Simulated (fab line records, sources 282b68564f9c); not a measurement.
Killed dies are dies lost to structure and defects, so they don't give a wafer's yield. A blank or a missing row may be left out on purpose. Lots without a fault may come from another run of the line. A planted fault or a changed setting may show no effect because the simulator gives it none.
Which tool did it? | flow rit_cmos | 15 lots, 45 wafers sampled, at 5 steps of a route of 202

WHAT THE GAUGES READ, wafer by wafer
RIT_GATE_THK_MEAS_07. Usual: GATE_OXIDE_THK 3.03 nm, standard deviation 0.063.
lot  | measured    | on            | GATE_OXIDE_THK (nm) | flag
L949 | day 2 11:08 | film_metro-03 | 2.95 2.95 3.01      |
L950 | day 2 14:18 | film_metro-04 | 2.98 2.95 2.94      |
L952 | day 3 01:50 | film_metro-04 | 3.07 3.04 3.07      |
L953 | day 3 06:16 | film_metro-03 | 2.91 3.02 2.98      |
L955 | day 3 15:57 | film_metro-01 | 2.95 3.04 2.99      |
L956 | day 3 20:45 | film_metro-04 | 3.09 3.10 3.05      |
L957 | day 4 01:50 | film_metro-01 | 2.91 3.07 2.92      |
L958 | day 4 06:22 | film_metro-01 | 3.02 3.04 3.05      |
L959 | day 4 13:27 | film_metro-03 | 3.03 3.02 3.11      |
L962 | day 5 02:52 | film_metro-01 | 3.10 3.01 3.07      |
L965 | day 5 20:06 | film_metro-03 | 3.11 3.07 3.08      |
L966 | day 5 23:22 | film_metro-01 | 3.00 3.08 3.06      |
L969 | day 6 15:17 | film_metro-04 | 3.10 3.12 3.03      |
L970 | day 6 19:51 | film_metro-01 | 3.05 3.11 3.09      |
L972 | day 7 04:59 | film_metro-03 | 3.19 3.10 3.04      |

RIT_NLDD_OVL_MEAS_06. Usual: NLDD_OVL 1.7 nm, standard deviation 1.4.
lot  | measured    | on         | NLDD_OVL (nm)        | flag
L949 | day 2 19:20 | overlay-01 | 1.1 0.4 -0.4         |
L950 | day 2 22:40 | overlay-02 | 0.5 2.0 1.8          |
L952 | day 3 10:08 | overlay-02 | 1.3 3.1 1.6          |
L953 | day 3 13:28 | overlay-02 | 1.8 0.6 0.7          |
L955 | day 4 00:34 | overlay-01 | 5.3 2.5 3.9          |
L956 | day 4 04:48 | overlay-01 | -296.3 -297.5 -296.3 | OFF
L957 | day 4 10:42 | overlay-02 | -298.3 -298.0 -298.3 | OFF
L958 | day 4 14:25 | overlay-01 | -297.7 -296.2 -295.4 | OFF
L959 | day 4 21:49 | overlay-01 | -2.2 0.3 0.4         |
L962 | day 5 11:35 | overlay-01 | 3.0 1.5 2.2          |
L965 | day 6 03:50 | overlay-02 | 1.3 1.4 3.2          |
L966 | day 6 07:25 | overlay-02 | 0.4 0.1 0.1          |
L969 | day 6 22:53 | overlay-02 | 0.8 0.4 1.0          |
L970 | day 7 03:01 | overlay-01 | 0.3 1.6 0.1          |
L972 | day 7 12:14 | overlay-01 | 3.3 0.0 1.4          |

RIT_SILICIDE_THK_MEAS_03: measures by xrf. Usual: SILICIDE_TI_THK 29.9 nm, standard deviation 0.37.
lot  | measured    | on            | SILICIDE_TI_THK (nm) | flag
L949 | day 3 04:38 | film_metro-01 | 29.4 29.4 29.6       |
L950 | day 3 07:28 | film_metro-03 | 29.7 30.1 29.8       |
L952 | day 3 19:08 | film_metro-04 | 29.5 29.9 29.6       |
L953 | day 3 22:25 | film_metro-04 | 30.0 29.2 29.9       |
L955 | day 4 10:37 | film_metro-04 | 29.1 29.6 29.4       |
L956 | day 4 16:00 | film_metro-03 | 30.0 30.0 29.8       |
L957 | day 4 19:34 | film_metro-04 | 29.5 29.2 29.6       |
L958 | day 4 23:16 | film_metro-04 | 30.1 30.6 30.1       |
L959 | day 5 07:59 | film_metro-04 | 30.3 29.8 30.0       |
L962 | day 5 20:20 | film_metro-04 | 29.7 30.3 30.0       |
L965 | day 6 12:40 | film_metro-04 | 30.1 30.3 29.5       |
L966 | day 6 16:16 | film_metro-03 | 29.7 30.2 29.9       |
L969 | day 7 07:33 | film_metro-03 | 30.3 30.2 30.9       |
L970 | day 7 11:40 | film_metro-04 | 30.0 29.2 29.8       |
L972 | day 7 20:52 | film_metro-03 | 29.8 30.0 29.8       |

RIT_M1_RS_MEAS_01: measures by four-point-probe. Usual: M1_AL_RS 0.0755 ohm/sq, standard deviation 0.00081.
lot  | measured    | on            | M1_AL_RS (ohm/sq)    | flag
L949 | day 3 07:37 | film_metro-02 | 0.0767 0.0773 0.0763 |
L950 | day 3 10:27 | film_metro-03 | 0.0752 0.0756 0.0756 |
L952 | day 3 21:56 | film_metro-03 | 0.0742 0.0744 0.0752 |
L953 | day 4 01:11 | film_metro-01 | 0.0751 0.0754 0.0749 |
L955 | day 4 13:30 | film_metro-02 | 0.0750 0.0748 0.0756 |
L956 | day 4 19:03 | film_metro-03 | 0.0745 0.0746 0.0742 |
L957 | day 4 22:37 | film_metro-03 | 0.0753 0.0762 0.0766 |
L958 | day 5 02:17 | film_metro-02 | 0.0742 0.0746 0.0739 |
L959 | day 5 10:52 | film_metro-02 | 0.0766 0.0760 0.0755 |
L962 | day 5 23:17 | film_metro-03 | 0.0749 0.0762 0.0747 |
L965 | day 6 15:33 | film_metro-02 | 0.0751 0.0753 0.0756 |
L966 | day 6 19:13 | film_metro-02 | 0.0755 0.0761 0.0755 |
L969 | day 7 10:20 | film_metro-02 | 0.0744 0.0749 0.0762 |
L970 | day 7 14:31 | film_metro-01 | 0.0761 0.0765 0.0756 |
L972 | day 7 23:46 | film_metro-01 | 0.0751 0.0743 0.0749 |

WHICH TOOL RAN EACH LOT (tool, then ch and the chambers of the sampled wafers, then the start)
lot  | RIT_NLDD_EXPOSE_03
L949 | iline_stepper-01 ch 0, day 2 18:59
L950 | iline_stepper-01 ch 0, day 2 22:14
L952 | iline_stepper-01 ch 0, day 3 09:46
L953 | iline_stepper-01 ch 0, day 3 13:06
L955 | iline_stepper-02 ch 0, day 4 00:10
L956 | iline_stepper-02 ch 0, day 4 04:24
L957 | iline_stepper-02 ch 0, day 4 10:18
L958 | iline_stepper-02 ch 0, day 4 14:01
L959 | iline_stepper-01 ch 0, day 4 21:25
L962 | iline_stepper-01 ch 0, day 5 11:11
L965 | iline_stepper-01 ch 0, day 6 03:27
L966 | iline_stepper-01 ch 0, day 6 07:02
L969 | iline_stepper-01 ch 0, day 6 22:29
L970 | iline_stepper-01 ch 0, day 7 02:38
L972 | iline_stepper-01 ch 0, day 7 11:51
- RIT_NLDD_EXPOSE_03: exposes mask M7, target cd 40700 nm.

WHAT THE TOOLS THEMSELVES READ (means of the sampled wafers that have a number; where no wafer has one, the mark that the record gives instead)
The record holds no such reading with a usual standard deviation.

THE ANSWER, worked out from the rows above alone
Rule: a lot is off if the mean of its wafers that have a number lies more than 3 standard deviations from the usual mean. A lot without any number at a reading at which 4 lots or more have one is off too. The other lots that the step has rows for count as sound. The gauges are gone through in route order, then the tools' own readings, and for those a lot's mean is taken as printed above. The first step at which some lot is off is used, and at that step the reading that is off furthest; a lot without a number counts as furthest.
Off: L956, L957, L958, at RIT_NLDD_OVL_MEAS_06 (NLDD_OVL).
A tool fits if, at a process step before that reading, it ran every lot that is off, and no sound lot after the first of them. The gauges at RIT_NLDD_OVL_MEAS_06 are tried like those tools. One fits: iline_stepper-02 at RIT_NLDD_EXPOSE_03. Its last sound lot is L955 (day 4 00:10), its first lot that is off L956 (day 4 04:24): a fault that began between those two fits.

WHAT THE SIMULATOR HAD PUT IN
Scanner matching overlay: iline_stepper-02, from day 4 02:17 on, at RIT_NLDD_EXPOSE_03. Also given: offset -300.
Lots struck among those shown: L956, L957, L958. The rule above found the same.
